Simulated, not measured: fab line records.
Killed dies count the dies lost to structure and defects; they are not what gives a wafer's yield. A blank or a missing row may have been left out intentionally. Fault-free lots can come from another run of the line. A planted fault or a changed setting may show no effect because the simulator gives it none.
Check of tool commonality ; flow berkeley-cmos170 ; 15 lots, 54 wafers sampled

REASON IT WAS OPENED
UCB170_NLDD_TW_MEAS_11, reading NLDD_TW: flagged on 3 of 15 lots. Fault-free wafers read 2218, with a standard deviation of 17.
Rule: a lot is flagged in two cases, either no wafer of it has a number, or all its wafers with numbers fall more than 4 standard deviations from that mean. As for the other lots, they are considered sound.

lot;measured;on;NLDD_TW, wafer by wafer;flag
L314;day 7 12:48;film-metro-01;2228 2228 2223;
L316;day 8 05:44;film-metro-01;2224 2220 2225;
L319;day 9 00:44;film-metro-03;2213 2219 2215;
L320;day 9 01:00;film-metro-03;2216 2224 2232;
L318;day 9 01:05;film-metro-01;2227 2231 2226;
L321;day 9 01:34;film-metro-01;2126 2126 2117 2129 2121 2119;FLAGGED
L322;day 9 01:51;film-metro-02;2186 2188 2167;
L324;day 9 05:29;film-metro-03;2108 2107 2102 2104 2104 2102;FLAGGED
L323;day 9 05:58;film-metro-02;2188 2189 2189;
L325;day 9 19:50;film-metro-02;2076 2083 2078 2077 2091 2092;FLAGGED
L329;day 10 08:44;film-metro-01;2234 2223 2223;
L333;day 11 06:17;film-metro-03;2239 2228 2239;
L332;day 11 06:32;film-metro-03;2227 2233 2245;
L335;day 11 19:32;film-metro-01;2215 2221 2234;
L337;day 12 05:04;film-metro-02;2192 2188 2190;
Average over the flagged lots: 2103; offset from the usual -115, equal to -7 standard deviations.

WHICH TOOL RAN EACH LOT
The record keeps 1 process step preceding the reading, out of 331 steps on the route. Read each cell as the tool, then ch plus the chambers that the sampled wafers visited, then the start.
lot;flag;UCB170_NLDD_IMPLANT_09
L314;;implanter-04 ch 0, day 7 12:35
L316;;implanter-01 ch 0, day 8 05:31
L319;;implanter-01 ch 0, day 9 00:30
L320;;implanter-04 ch 0, day 9 00:45
L318;;implanter-01 ch 0, day 9 00:52
L321;FLAGGED;implanter-01 ch 0, day 9 01:20
L322;;implanter-04 ch 0, day 9 01:38
L324;FLAGGED;implanter-01 ch 0, day 9 05:14
L323;;implanter-04 ch 0, day 9 05:43
L325;FLAGGED;implanter-01 ch 0, day 9 19:35
L329;;implanter-02 ch 0, day 10 08:31
L333;;implanter-04 ch 0, day 11 06:02
L332;;implanter-02 ch 0, day 11 06:19
L335;;implanter-02 ch 0, day 11 19:19
L337;;implanter-04 ch 0, day 12 04:45
What these steps do:
- UCB170_NLDD_IMPLANT_09
- UCB170_NLDD_TW_MEAS_11

FLAGGED AGAINST TOTAL, ONE TOOL AT A TIME (gauges that did the reading follow at the end)
step;tool;lots run;flagged;share of the flagged lots;sound lots run after its first flagged lot
UCB170_NLDD_IMPLANT_09;implanter-01;6;3;all;0
UCB170_NLDD_IMPLANT_09;implanter-02;3;0;none;-
UCB170_NLDD_IMPLANT_09;implanter-04;6;0;none;-
UCB170_NLDD_TW_MEAS_11;film-metro-01;6;1;some;2 (L329,L335)
UCB170_NLDD_TW_MEAS_11;film-metro-02;4;1;some;1 (L337)
UCB170_NLDD_TW_MEAS_11;film-metro-03;5;1;some;2 (L333,L332)

THE TABLE: WHAT IT ALLOWS
1 row of the table ran every flagged lot: implanter-01 at UCB170_NLDD_IMPLANT_09.
- implanter-01 at UCB170_NLDD_IMPLANT_09: 3 of its 6 lots flagged. Last sound lot L318 at day 9 00:52, first flagged lot L321 at day 9 01:20; a fault beginning in between fits.
What remains is a single tool, implanter-01 at UCB170_NLDD_IMPLANT_09.

WHAT THE SIMULATOR PUT IN
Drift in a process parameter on implanter-01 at UCB170_NLDD_IMPLANT_09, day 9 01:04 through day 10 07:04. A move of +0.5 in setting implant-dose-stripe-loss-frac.
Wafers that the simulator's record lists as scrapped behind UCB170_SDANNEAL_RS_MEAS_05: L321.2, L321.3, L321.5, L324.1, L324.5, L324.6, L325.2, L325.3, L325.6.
Lots struck among those shown: L321, L324, L325. This agrees with what the rule above found.
